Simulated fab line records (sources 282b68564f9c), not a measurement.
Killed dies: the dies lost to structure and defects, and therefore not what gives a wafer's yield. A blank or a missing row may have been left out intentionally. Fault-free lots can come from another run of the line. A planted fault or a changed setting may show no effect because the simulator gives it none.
A struck lot beside a sound one | flow ritCmos | 17 out of 202 route steps
Sound: the wafers L724.1, L724.3, L724.4. Struck: wafers L726.1, L726.4, L726.5. The cause is named last.
Each step with rows lists, per side, the tool, then ch with its chambers, then its first start. Under that, the readings that differ: sound wafers | struck wafers | difference of the means | sigmas: that difference in standard deviations of wafers without a fault.
alike: readings whose means differ by less than 2 such deviations, and words and numbers that are the same on both sides. not compared: withheld readings, readings that some wafer has no value for, bounds like >300 that may hide the same value, and numbers for which the record gives no deviation and whose values overlap.
The two part at a step that has a row with sigmas, a row that says differs or no value, or rows on one side only. Numbers that don't overlap but have no deviation are shown without sigmas and don't part them. A reading that every wafer of one side lacks parts them only if that side has two wafers or more.

first, 1 step without rows for these wafers: RIT_PRETRO_DEVELOP_05 (develop time 68 s).
RIT_PRETRO_OVL_MEAS_06:
  sound on overlay-01, day 3 20:11; struck on overlay-01, day 4 05:01
  alike: PRETRO_OVL
then, 2 steps without rows for these wafers: RIT_PRETRO_HARDBAKE_07 (time 120 s); RIT_PRETRO_IMPLANT_08.
RIT_PRETRO_STRIP_09: strips in O2, time 180 s.
  sound on plasmaAsher-03 ch 0,1, day 3 20:37; struck on plasmaAsher-03 ch 0, day 4 05:26
  alike: drypumpMotorCurrentA
  not compared: rfHoursCounterH
RIT_PRETRO_TW_MEAS_10:
  sound on filmMetro-02, day 3 20:47; struck on filmMetro-04, day 4 05:37
  alike: PRETRO_TW
then, 5 steps without rows for these wafers: RIT_GATE_WET_ETCH_00 (etches SiO2 in BOE, target depth 56 nm, time 60 s); RIT_GATE_CLEAN_01 (cleans in SC1, time 600 s); RIT_GATE_CLEAN_02 (cleans in dHF, time 30 s); RIT_GATE_CLEAN_03 (cleans in SC2, time 600 s); RIT_GATE_CLEAN_04 (cleans in dHF, time 60 s).
RIT_FOX2_THK_MEAS_91:
  sound on filmMetro-04, day 3 21:16; struck on filmMetro-02, day 4 06:05
  alike: FIELD_OXIDE_LEFT_2_THK
RIT_GATE_OXIDATION_05: target thk 3 nm, ox time 270 s.
  sound on furnace-04 ch 0, day 4 00:35; struck on furnace-04 ch 0, day 4 07:43
reading                                    | sound             | struck            | difference | sigmas
model.SiO2_of_GATE_OXIDATION_05.thkNm (nm) | 3.064 3.073 3.037 | 2.785 2.742 2.709 | -0.313     | 
then, 1 step without rows for these wafers: RIT_GATE_ANNEAL_06 (time 600 s).
RIT_GATE_THK_MEAS_07:
  sound on filmMetro-04, day 4 05:47; struck on filmMetro-03, day 4 09:39
reading             | sound          | struck         | difference | sigmas
GATE_OXIDE_THK (nm) | 3.00 3.06 3.05 | 2.75 2.74 2.69 | -0.31      | -5
then, 1 step without rows for these wafers: RIT_GATE_CVD_08 (deposits poly-Si from SiH4, target thk 250 nm, time 2220 s).
RIT_M1_PROBE_99:
  sound on prober-01, day 5 05:24; struck on prober-01, day 5 10:58
reading                          | sound             | struck            | difference | sigmas
model.etest.pmos_0p3.rOnOhmUm    | 6535 6410 6512    | 5939 5906 5755    | -619       | 
model.etest.pmos_0p15.rOnOhmUm   | 2872 2771 2849    | 2607 2654 2640    | -197       | 
model.etest.nmos_0p3.rOnOhmUm    | 2195 2171 2190    | 2065 2062 2044    | -128       | 
model.etest.nmos_0p15.driveUaUm  | 462.5 466.2 464.1 | 497 488.8 499.7   | +31        | 
model.etest.nmosNarrow.driveUaUm | 215.2 217.2 219.5 | 251.9 250.4 260.6 | +37.0      | 
model.etest.nmos_0p3.driveUaUm   | 220.2 220.7 222.4 | 246.6 248.7 255.7 | +29.2      | 
model.etest.pmos_0p15.driveUaUm  | 243.4 252.4 248.7 | 276.1 274.3 281.3 | +29.1      | 
model.etest.pmosTurned.driveUaUm | 177.2 186.2 177.4 | 209.2 206 211.7   | +28.7      | 
  alike: killedAtContacts, killedAtFrontEnd, killedDies, killedOpen, killedShort

== WHERE THEY PART ==
Only at RIT_GATE_THK_MEAS_07, within this record. Later steps at which nothing parts them and some readings are alike: RIT_M1_PROBE_99.

WHY: whatever the simulator had introduced
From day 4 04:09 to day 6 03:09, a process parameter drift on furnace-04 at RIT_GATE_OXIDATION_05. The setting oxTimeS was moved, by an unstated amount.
